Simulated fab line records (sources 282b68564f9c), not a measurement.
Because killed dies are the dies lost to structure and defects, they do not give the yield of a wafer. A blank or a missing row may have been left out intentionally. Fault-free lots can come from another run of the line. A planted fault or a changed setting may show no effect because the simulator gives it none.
fab line records	flow ritCmos
[record] lots = 6	wafers = 18	lastDay = 7
route steps=202 shown CONTACT@172 M1@184
lots untouched by any fault: they come from a run of this same line in which no faults occurred
startH: hours from the record's opening day to when the first of the lot's shown wafers began	waitH: hours elapsed since this lot's preceding step	" same as the row above	L1.1+2: a row that stands for several wafers	- no value present, or no start provided	* or withheld: withheld	< > ~ a bound
route shown NAME@n: a module of which the file shows steps, and the number in the route of the first	usual: mean/standard deviation of fault-free wafers	same: alike in all rows	chamber/n: place in a boat	sites: the reading at each site	_std_site: standard deviation of those values	_edge_site: mean of outer sites minus mean of inner sites	radiusMm: how far each site lies from the wafer's centre	mask NAME#n: copy n	behind: tool/chamber where the wafer was last shaped	hold: why the lot was held/for how many hours/how that ended	device: which transistor (n, p or np) failed to switch	end of line: tests run on the same wafers once the route is complete	for a step that has no rows: nothing shown but its recipe	killed: dies that structure and defects cost at the first sort, which is not the same as the wafer's yield	map: the dies of a wafer, with x for killed, . for not killed, _ for no die there
set.NAME: setting as actually run; set.NAME@STEP: the setting as run at that earlier step	model.NAME: the simulator's own value behind a step, which no gauge read
lots seen at some steps along the route; tables by step, rows by wafer
services: a tool's chamber out of use, with start hour (startH, from the record's first day; less than 0 if before it), hours out, and reason
[[steps]]
[step RIT_CONTACT_SOFTBAKE_04]
[recipe] resist = NOVOLAK	tempC = 90	timeS = 60
[step RIT_CONTACT_EXPOSE_05]
[recipe] maskId = M11	na = 0.6	sourceShape = conventional	sigmaOuter = 0.5	targetCdNm = 1000	doseMj = 250
[step RIT_CONTACT_PEB_06]
[recipe] resist = NOVOLAK	tempC = withheld	timeS = withheld
[step RIT_CONTACT_DEVELOP_07]
[recipe] resist = NOVOLAK	developTimeS = 120	devTempC = 23
[step RIT_CONTACT_CD_MEAS_08]
[recipe] targetCdNm = 1000
[usual] cdNm = 999.7/2.3
lot.wafer	tool	chamber	startH	waitH	cdNm
L215.1	cdSem-02	-	72.80	-	994.6
L215.4	"	-	"	"	992.3
L215.5	"	-	"	"	993.8
L216.1	cdSem-02	-	77.88	-	1002.4
L216.2	"	-	"	"	1001.0
L216.6	"	-	"	"	1002.2
L222.2	cdSem-02	-	106.92	-	1000.7
L222.5	"	-	"	"	1003.6
L222.6	"	-	"	"	1003.7
L224.2	cdSem-02	-	117.50	-	998.1
L224.3	"	-	"	"	996.6
L224.5	"	-	"	"	997.8
L232.2	cdSem-02	-	159.68	-	999.5
L232.3	"	-	"	"	998.8
L232.5	"	-	"	"	998.5
L234.1	cdSem-02	-	167.32	-	1001.1
L234.2	"	-	"	"	1000.2
L234.3	"	-	"	"	1000.4
[step RIT_CONTACT_OVL_MEAS_09]
[usual] CONTACT_OVL = 1.0/1.7
lot.wafer	tool	chamber	startH	waitH	CONTACT_OVL[nm]
L215.1	overlay-01	-	72.92	0.1	2.5
L215.4	"	-	"	"	1.6
L215.5	"	-	"	"	1.9
L216.1	overlay-02	-	78.00	0.1	1.4
L216.2	"	-	"	"	-0.2
L216.6	"	-	"	"	-0.4
L222.2	overlay-01	-	107.02	0.1	1.9
L222.5	"	-	"	"	1.5
L222.6	"	-	"	"	1.0
L224.2	overlay-02	-	117.60	0.1	-2.0
L224.3	"	-	"	"	-2.5
L224.5	"	-	"	"	-0.6
L232.2	overlay-01	-	159.78	0.1	1.3
L232.3	"	-	"	"	0.8
L232.5	"	-	"	"	1.7
L234.1	overlay-02	-	167.44	0.1	0.1
L234.2	"	-	"	"	3.4
L234.3	"	-	"	"	1.8
[step RIT_CONTACT_HARDBAKE_10]
[recipe] resist = NOVOLAK	tempC = 140	timeS = 60
[step RIT_CONTACT_ETCH_11]
[recipe] targetDepthA = 4800	overEtchFrac = 0.2	stopOn = TiSi2	chemistry = CHF3/CF4/Ar	target = SiO2	CHF3_flow_sccm = 50	cf4FlowSccm = 10	Ar_flow_sccm = 100	O2_flow_sccm = 5	pressureMtorr = 100	rfW = 200	timeS = 335
[usual] drypumpMotorCurrentA = 5.5/0.33	mfcArSccm = 99.9/0.32	oesProductAu = 0.990/0.016	throttleValvePct = 8.86/0.16
lot.wafer	tool	chamber	startH	waitH	drypumpMotorCurrentA	mfcArSccm	oesProductAu	rfHoursCounterH	throttleValvePct
L215.1	rieDiel-04	0	73.10	0.1	5.7	99.8	0.995	135	8.92
L215.4	"	2	"	"	5.6	99.8	0.951	126	8.56
L215.5	"	1	"	"	6.1	99.9	1.000	-	8.76
L216.1	rieDiel-04	0	78.19	0.1	5.7	100.2	0.998	135	8.94
L216.2	"	1	"	"	6.1	100.4	0.998	14	8.77
L216.6	"	2	"	"	5.6	99.8	0.965	-	8.56
L222.2	rieDiel-02	2	107.20	0.1	4.9	99.3	0.968	34	8.81
L222.5	"	2	"	"	4.9	99.8	0.963	-	8.80
L222.6	"	3	"	"	5.5	100.1	1.000	-	8.67
L224.2	rieDiel-04	0	117.78	0.1	5.7	100.0	0.991	136	8.92
L224.3	"	3	"	"	5.2	100.3	0.990	11	9.15
L224.5	"	0	"	"	5.7	99.7	1.005	-	8.92
L232.2	rieDiel-04	0	159.96	0.1	5.7	99.7	0.998	137	8.93
L232.3	"	2	"	"	5.6	99.6	0.959	-	8.57
L232.5	"	0	"	"	5.7	99.5	1.002	-	8.93
L234.1	rieDiel-02	1	167.62	0.1	5.3	99.7	1.000	6	9.03
L234.2	"	0	"	"	5.8	100.2	0.986	111	8.92
L234.3	"	2	"	"	5.0	99.3	0.965	35	8.79
[step RIT_CONTACT_STRIP_12]
[recipe] chemistry = O2	timeS = 180	resist = NOVOLAK	platenTempC = withheld	powerW = 500	pressureMtorr = 4000	o2FlowSccm = 4000
[usual] drypumpMotorCurrentA = 5.7/0.48
lot.wafer	tool	chamber	startH	waitH	drypumpMotorCurrentA	rfHoursCounterH
L215.1	plasmaAsher-04	0	73.30	0.1	5.5	45
L215.4	"	1	"	"	5.0	-
L215.5	"	0	"	"	5.5	-
L216.1	plasmaAsher-03	1	78.38	0.1	5.2	27
L216.2	"	0	"	"	6.4	27
L216.6	"	0	"	"	6.4	-
L222.2	plasmaAsher-03	0	107.40	0.1	6.4	30
L222.5	"	1	"	"	5.2	-
L222.6	"	0	"	"	6.4	-
L224.2	plasmaAsher-02	0	117.98	0.1	5.7	47
L224.3	"	1	"	"	5.8	-
L224.5	"	1	"	"	5.8	-
L232.2	plasmaAsher-03	1	160.26	0.2	5.2	37
L232.3	"	0	"	"	6.3	-
L232.5	"	1	"	"	5.2	-
L234.1	plasmaAsher-04	1	167.82	0.1	4.9	57
L234.2	"	0	"	"	5.5	57
L234.3	"	0	"	"	5.5	-
[step RIT_CONTACT_CD_MEAS_90]
[recipe] targetCdNm = 1000
[usual] cdNm = 999.8/2.2
lot.wafer	tool	chamber	startH	waitH	cdNm
L215.1	cdSem-01	-	73.47	0.1	994.7
L215.4	"	-	"	"	993.4
L215.5	"	-	"	"	994.3
L216.1	cdSem-02	-	78.56	0.1	1002.4
L216.2	"	-	"	"	1001.1
L216.6	"	-	"	"	1002.7
L222.2	cdSem-01	-	107.59	0.1	1000.9
L222.5	"	-	"	"	1004.1
L222.6	"	-	"	"	1003.9
L224.2	cdSem-01	-	118.17	0.1	998.6
L224.3	"	-	"	"	996.6
L224.5	"	-	"	"	997.7
L232.2	cdSem-02	-	160.45	0.1	999.4
L232.3	"	-	"	"	999.7
L232.5	"	-	"	"	998.9
L234.1	cdSem-02	-	167.99	0.1	1001.3
L234.2	"	-	"	"	1000.4
L234.3	"	-	"	"	1000.1
[step RIT_CONTACT_CLEAN_13]
[recipe] chemistry = SC1	mix = 3:3:50	timeS = 600	tempC = 75
[step RIT_CONTACT_CLEAN_14]
[recipe] chemistry = SC2	mix = 3:3:50	timeS = 600	tempC = 75	dry = n2Spin
[step RIT_M1_SPUTTER_00]
[recipe] material = Al	targetThkNm = 400	powerW = 2000	chamberPressurePa = 0.4	gas = Ar	timeS = 500	substrateTempC = 25
[usual] throttleValvePct = 30.1/0.71
lot.wafer	tool	chamber	startH	waitH	throttleValvePct	model.Al_of_M1_SPUTTER_00.thkNm
L215.1	pvdSputter-04	-	74.12	0.0	30.8	400.9
L215.4	"	-	"	"	29.3	400.8
L215.5	"	-	"	"	29.8	402.1
L216.1	pvdSputter-02	-	79.20	0.0	30.2	396.9
L216.2	"	-	"	"	30.7	396.5
L216.6	"	-	"	"	29.3	398.9
L222.2	pvdSputter-02	-	108.04	0.0	30.7	393.6
L222.5	"	-	"	"	29.7	357.6
L222.6	"	-	"	"	30.5	394.9
L224.2	pvdSputter-02	-	118.65	0.0	30.1	389
L224.3	"	-	"	"	29.5	353.2
L224.5	"	-	"	"	31.1	395.1
L232.2	pvdSputter-03	-	160.90	0.0	28.9	401.4
L232.3	"	-	"	"	30.1	399.3
L232.5	"	-	"	"	29.8	401
L234.1	pvdSputter-04	-	168.46	0.0	30.0	398.9
L234.2	"	-	"	"	31.1	401.4
L234.3	"	-	"	"	30.0	402.7
[step RIT_M1_RS_MEAS_01]
[recipe] thkMeasGauge = four-point-probe	reads = Al_of_M1_SPUTTER_00
[usual] M1_AL_RS = 0.0736/0.00073
lot.wafer	tool	chamber	startH	waitH	M1_AL_RS[ohm/sq]
L215.1	filmMetro-02	-	74.41	0.1	0.0731
L215.4	"	-	"	"	0.0733
L215.5	"	-	"	"	0.0732
L216.1	filmMetro-02	-	79.50	0.1	0.0741
L216.2	"	-	"	"	0.0740
L216.6	"	-	"	"	0.0735
L222.2	filmMetro-04	-	108.36	0.2	0.0745
L222.5	"	-	"	"	0.0821
L222.6	"	-	"	"	0.0743
L224.2	filmMetro-03	-	118.97	0.2	0.0756
L224.3	"	-	"	"	0.0835
L224.5	"	-	"	"	0.0742
L232.2	filmMetro-02	-	161.21	0.2	0.0731
L232.3	"	-	"	"	0.0736
L232.5	"	-	"	"	0.0732
L234.1	filmMetro-03	-	168.76	0.1	0.0736
L234.2	"	-	"	"	0.0731
L234.3	"	-	"	"	0.0729
[step RIT_M1_THK_MEAS_02]
[recipe] thkMeasGauge = xrf	reads = Al_of_M1_SPUTTER_00
[usual] M1_AL_THK = 395/4
lot.wafer	tool	chamber	startH	waitH	M1_AL_THK[nm]
L215.1	filmMetro-02	-	74.53	0.1	397
L215.4	"	-	"	"	397
L215.5	"	-	"	"	398
L216.1	filmMetro-02	-	79.62	0.1	391
L216.2	"	-	"	"	394
L216.6	"	-	"	"	396
L222.2	filmMetro-04	-	108.47	0.1	390
L222.5	"	-	"	"	354
L222.6	"	-	"	"	391
L224.2	filmMetro-03	-	119.08	0.1	383
L224.3	"	-	"	"	348
L224.5	"	-	"	"	391
L232.2	filmMetro-02	-	161.32	0.1	397
L232.3	"	-	"	"	394
L232.5	"	-	"	"	399
L234.1	filmMetro-03	-	168.88	0.1	393
L234.2	"	-	"	"	396
L234.3	"	-	"	"	395
[step RIT_M1_HMDS_03]
[recipe] primeTimeS = 60	primeTempC = 140
[step RIT_M1_COAT_04]
[recipe] resist = NOVOLAK	spinRpm = 2000	resistThkNm = 1300
[step RIT_M1_SOFTBAKE_05]
[recipe] resist = NOVOLAK	tempC = 90	timeS = 60
[step RIT_M1_EXPOSE_06]
[recipe] maskId = M12	na = 0.6	sourceShape = conventional	sigmaOuter = 0.5	targetCdNm = 2600	doseMj = 245.2
[step RIT_M1_PEB_07]
[recipe] resist = NOVOLAK	tempC = withheld	timeS = withheld
[step RIT_M1_DEVELOP_08]
[recipe] resist = NOVOLAK	developTimeS = 68	devTempC = 23
[step RIT_M1_CD_MEAS_09]
[recipe] targetCdNm = 2600
[usual] cdNm = 2601.1/2.1
lot.wafer	tool	chamber	startH	waitH	cdNm
L215.1	cdSem-02	-	75.67	-	2600.5
L215.4	"	-	"	"	2601.6
L215.5	"	-	"	"	2601.1
L216.1	cdSem-02	-	80.68	-	2604.6
L216.2	"	-	"	"	2605.2
L216.6	"	-	"	"	2603.5
L222.2	cdSem-02	-	109.42	-	2596.8
L222.5	"	-	"	"	2597.9
L222.6	"	-	"	"	2597.0
L224.2	cdSem-01	-	120.03	-	2600.0
L224.3	"	-	"	"	2599.6
L224.5	"	-	"	"	2599.7
L232.2	cdSem-02	-	162.40	-	2600.2
L232.3	"	-	"	"	2602.1
L232.5	"	-	"	"	2602.7
L234.1	cdSem-02	-	169.82	-	2602.4
L234.2	"	-	"	"	2602.5
L234.3	"	-	"	"	2601.7
[step RIT_M1_OVL_MEAS_10]
[usual] M1_OVL = 0.2/1.4
lot.wafer	tool	chamber	startH	waitH	M1_OVL[nm]
L215.1	overlay-02	-	75.79	0.1	-1.2
L215.4	"	-	"	"	-0.3
L215.5	"	-	"	"	-1.3
L216.1	overlay-01	-	80.80	0.1	-0.9
L216.2	"	-	"	"	0.5
L216.6	"	-	"	"	-0.3
L222.2	overlay-02	-	109.52	0.1	0.0
L222.5	"	-	"	"	-0.8
L222.6	"	-	"	"	2.4
L224.2	overlay-01	-	120.13	0.1	0.5
L224.3	"	-	"	"	-0.1
L224.5	"	-	"	"	0.0
L232.2	overlay-02	-	162.51	0.1	-1.0
L232.3	"	-	"	"	1.3
L232.5	"	-	"	"	-0.7
L234.1	overlay-01	-	169.94	0.1	2.3
L234.2	"	-	"	"	3.5
L234.3	"	-	"	"	1.2
[step RIT_M1_HARDBAKE_11]
[recipe] resist = NOVOLAK	tempC = 140	timeS = 120
[step RIT_M1_METAL_ETCH_12]
[recipe] stopOn = SiO2	chemistry = Cl2/BCl3	target = Al	timeS = 165	overEtchFrac = 0.5	pressureMtorr = 100	targetDepthA = 6000	rfW = 250	Cl2_flow_sccm = 60	bcl3FlowSccm = 50
[usual] drypumpMotorCurrentA = 5.7/0.35	oesProductAu = 0.776/0.011	throttleValvePct = 8.26/0.1
lot.wafer	tool	chamber	startH	waitH	drypumpMotorCurrentA	oesProductAu	rfHoursCounterH	throttleValvePct
L215.1	rieMetal-04	0	76.13	0.2	5.8	0.772	1	8.08
L215.4	"	1	"	"	5.2	0.776	-	8.39
L215.5	"	0	"	"	5.8	0.761	-	8.09
L216.1	rieMetal-01	0	81.09	0.2	6.0	0.767	4	8.26
L216.2	"	1	"	"	6.0	0.786	4	8.37
L216.6	"	0	"	"	6.0	0.783	-	8.27
L222.2	rieMetal-01	1	109.80	0.2	6.0	0.785	5	8.37
L222.5	"	0	"	"	6.0	0.730	-	8.29
L222.6	"	1	"	"	6.0	0.784	-	8.37
L224.2	rieMetal-04	0	120.41	0.2	5.8	0.754	1	8.10
L224.3	"	0	"	"	5.7	0.713	-	8.09
L224.5	"	1	"	"	5.2	0.772	-	8.37
L232.2	rieMetal-04	1	162.79	0.2	5.1	0.775	2	8.41
L232.3	"	1	"	"	5.1	0.773	-	8.37
L232.5	"	1	"	"	5.1	0.785	-	8.39
L234.1	rieMetal-02	1	170.22	0.2	5.4	0.773	0	8.18
L234.2	"	0	"	"	6.1	0.781	0	8.25
L234.3	"	1	"	"	5.4	0.783	-	8.17
[step RIT_M1_STRIP_13]
[recipe] chemistry = nmp	resist = NOVOLAK	tempC = 80	timeS = 600	dry = n2Spin
[step RIT_M1_PROBE_99]
[usual] defectLimitedYield = 97.3/1.1	killedAtFrontEnd = 7.1/2.9	killedDies = 7.2/2.9	killedOnRim = 2.0/1.3	killedOpen = 3.6/1.9	killedShort = 3.5/1.9	sort_bin_3_pad_short = 0.1/0.22	sort_bin_5_function = 1.5/0.77	sort_bin_6_memory = 1.1/0.67	sortNPass = 256.8/2.9	sortYieldPct = 97.3/1.1
[same] grossDies = 264	killed_at_M0_to_M3 = 0	killed_at_M4_up = 0	killedAtBackSide = 0	killedAtContacts = 0	killedAtOther = 0
lot.wafer	tool	chamber	startH	waitH	defectLimitedYield[%]	killedAtFrontEnd	killedDies	killedOnRim	killedOpen	killedShort	sort_bin_3_pad_short[%]	sort_bin_5_function[%]	sort_bin_6_memory[%]	sortNPass	sortYieldPct[%]	model.etest.m1.rsOhmSq
L215.1	prober-02	-	78.46	0.1	98.1	5	5	2	2	3	0	1.5	0.4	259.0	98.1	0.07247
L215.4	prober-02	-	78.61	0.2	95.1	13	13	3	7	6	0.8	3.0	1.1	251.0	95.1	0.07225
L215.5	prober-02	-	78.66	0.2	97.7	6	6	1	2	4	0	0.8	1.5	258.0	97.7	0.07239
L216.1	prober-01	-	83.67	0.1	97.3	7	7	3	3	4	0	1.1	1.5	257.0	97.3	0.07315
L216.2	prober-01	-	83.72	0.1	98.1	5	5	3	3	2	0	1.5	0.4	259.0	98.1	0.07302
L216.6	prober-01	-	83.92	0.2	98.5	4	4	1	2	2	0	0.8	0.8	260.0	98.5	0.07331
L222.2	prober-02	-	116.37	0.1	97.7	6	6	2	2	4	0	0.8	1.5	258.0	97.7	0.07439
L222.5	prober-02	-	116.52	0.2	97.3	7	7	3	3	4	0.4	1.5	0.8	257.0	97.3	0.08125
L222.6	prober-02	-	116.57	0.2	96.2	10	10	1	8	2	0	2.7	1.1	254.0	96.2	0.07354
L224.2	prober-02	-	125.67	0.1	95.1	13	13	0	8	5	0	2.7	2.3	251.0	95.1	0.07454
L224.3	prober-02	-	125.72	0.2	97.7	6	6	2	4	2	0	1.5	0.8	258.0	97.7	0.08233
L224.5	prober-02	-	125.82	0.2	96.2	10	10	2	6	4	0	2.3	1.5	254.0	96.2	0.07304
L232.2	prober-02	-	165.09	0.1	95.5	12	12	5	9	3	0.4	1.9	2.3	252.0	95.5	0.07225
L232.3	prober-02	-	165.14	0.2	98.1	5	5	0	3	2	0	1.1	0.8	259.0	98.1	0.07279
L232.5	prober-02	-	165.24	0.2	97.3	7	7	0	3	4	0.8	1.5	0.4	257.0	97.3	0.07228
L234.1	prober-01	-	172.48	0.1	97.0	8	8	2	2	6	0	1.5	1.5	256.0	97.0	0.07267
L234.2	prober-01	-	172.53	0.1	96.2	10	10	1	2	8	0.4	1.5	1.9	254.0	96.2	0.07181
L234.3	prober-01	-	172.58	0.2	96.6	9	9	3	5	4	0	2.3	1.1	255.0	96.6	0.07199
// killed by level:class
L215.1 FOX1:geometricParticle:open=1 FOX1:geometricParticle:short=1 GATE:geometricParticle:short=1 REOX:geometricParticle:open=1 REOX:geometricParticle:short=1
L215.4 REOX:geometricParticle:short=3 GATE:geometricParticle:short=2 GATE:geometricParticle:open=2 SILICIDE:geometricParticle:open=2 ACTIVE:geometricParticle:open=1 FOX1:geometricParticle:open=1 FOX1:geometricParticle:short=1 REOX:geometricParticle:open=1
L215.5 GATE:geometricParticle:open=2 GATE:geometricParticle:short=2 REOX:geometricParticle:short=2
L216.1 FOX2:geometricParticle:short=2 GATE:geometricParticle:open=2 GATE:geometricParticle:short=1 SPACER:geometricParticle:short=1 SILICIDE:geometricParticle:open=1
L216.2 FOX2:geometricParticle:open=1 FOX2:geometricParticle:short=1 GATE:geometricParticle:short=1 REOX:geometricParticle:open=1 SILICIDE:geometricParticle:open=1
L216.6 FOX1:geometricParticle:short=1 GATE:geometricParticle:open=1 REOX:geometricParticle:short=1 SPACER:geometricParticle:open=1
L222.2 GATE:geometricParticle:short=3 GATE:geometricParticle:open=1 REOX:geometricParticle:open=1 SILICIDE:geometricParticle:short=1
L222.5 SILICIDE:geometricParticle:open=2 FOX1:geometricParticle:short=1 GATE:geometricParticle:open=1 GATE:geometricParticle:short=1 REOX:geometricParticle:short=1 SILICIDE:geometricParticle:short=1
L222.6 GATE:geometricParticle:open=3 REOX:geometricParticle:open=3 GATE:geometricParticle:short=2 FOX1:geometricParticle:open=1 SILICIDE:geometricParticle:open=1
L224.2 FOX1:geometricParticle:short=2 GATE:geometricParticle:open=2 REOX:geometricParticle:open=2 SPACER:geometricParticle:short=2 SILICIDE:geometricParticle:open=2 FOX1:geometricParticle:open=1 FOX2:geometricParticle:open=1 REOX:geometricParticle:short=1
L224.3 GATE:geometricParticle:open=3 SILICIDE:geometricParticle:short=2 FOX2:geometricParticle:open=1
L224.5 GATE:geometricParticle:short=3 FOX2:geometricParticle:open=2 GATE:geometricParticle:open=2 FOX1:geometricParticle:open=1 FOX1:geometricParticle:short=1 REOX:geometricParticle:open=1
L232.2 FOX1:geometricParticle:open=3 SILICIDE:geometricParticle:open=3 GATE:geometricParticle:short=2 GATE:geometricParticle:open=2 FOX2:geometricParticle:open=1 SILICIDE:geometricParticle:short=1
L232.3 GATE:geometricParticle:open=2 FOX2:geometricParticle:short=1 GATE:geometricParticle:short=1 SILICIDE:geometricParticle:open=1
L232.5 FOX1:geometricParticle:short=2 GATE:geometricParticle:open=2 FOX2:geometricParticle:open=1 GATE:geometricParticle:short=1 SILICIDE:geometricParticle:short=1
L234.1 REOX:geometricParticle:short=3 SILICIDE:geometricParticle:short=2 GATE:geometricParticle:open=1 GATE:geometricParticle:short=1 REOX:geometricParticle:open=1
L234.2 REOX:geometricParticle:short=3 FOX2:geometricParticle:short=2 GATE:geometricParticle:short=2 GATE:geometricParticle:open=2 FOX1:geometricParticle:short=1
L234.3 FOX2:geometricParticle:short=2 REOX:geometricParticle:open=2 FOX1:geometricParticle:open=1 FOX2:geometricParticle:open=1 GATE:geometricParticle:short=1 GATE:geometricParticle:open=1 REOX:geometricParticle:short=1
[[services]]
tool	chamber	startH	hours	kind
plasmaAsher-04	-	52.02	1.9	repair
rieDiel-04	2	55.77	5.1	repair
pvdSputter-04	-	70.36	1.3	repair
plasmaAsher-02	-	109.32	2.8	pm
rieMetal-02	-	136.12	20.0	pm
rieMetal-02	0	136.12	20.0	ventCycle
rieMetal-02	1	136.12	20.0	ventCycle
rieMetal-02	0	156.12	-	clean
rieMetal-02	1	156.12	-	clean
[[key]]
[firstSign] step = RIT_M1_RS_MEAS_01	reading = M1_AL_RS	direction = up	sigmas = 13	usual = 0.0736	struck = 0.0828
[effect] step = RIT_M1_THK_MEAS_02	reading = M1_AL_THK	direction = down	sigmas = 11	usual = 395	struck = 351
[effect] step = RIT_M1_METAL_ETCH_12	reading = oesProductAu	direction = down	sigmas = 4.8	usual = 0.776	struck = 0.722
[modelEffect] step = RIT_M1_SPUTTER_00	value = Al_of_M1_SPUTTER_00.thkNm	without = 395.4	struck = 355.4
[modelEffect] step = RIT_M1_PROBE_99	value = etest.m1.rsOhmSq	without = 0.07353	struck = 0.08179
metAt RIT_M1_SPUTTER_00
struckWafers L222.5,L224.3
onsetBetween 79.20 108.04
[fault] kind = processParameterDrift	tool = pvdSputter-02	chamber = -	onsetH = 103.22	steps = RIT_M1_SPUTTER_00	channel = targetThkNm	offset = -40	shape = step	endH = 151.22	stated = 400	scope = struckWafersOnly
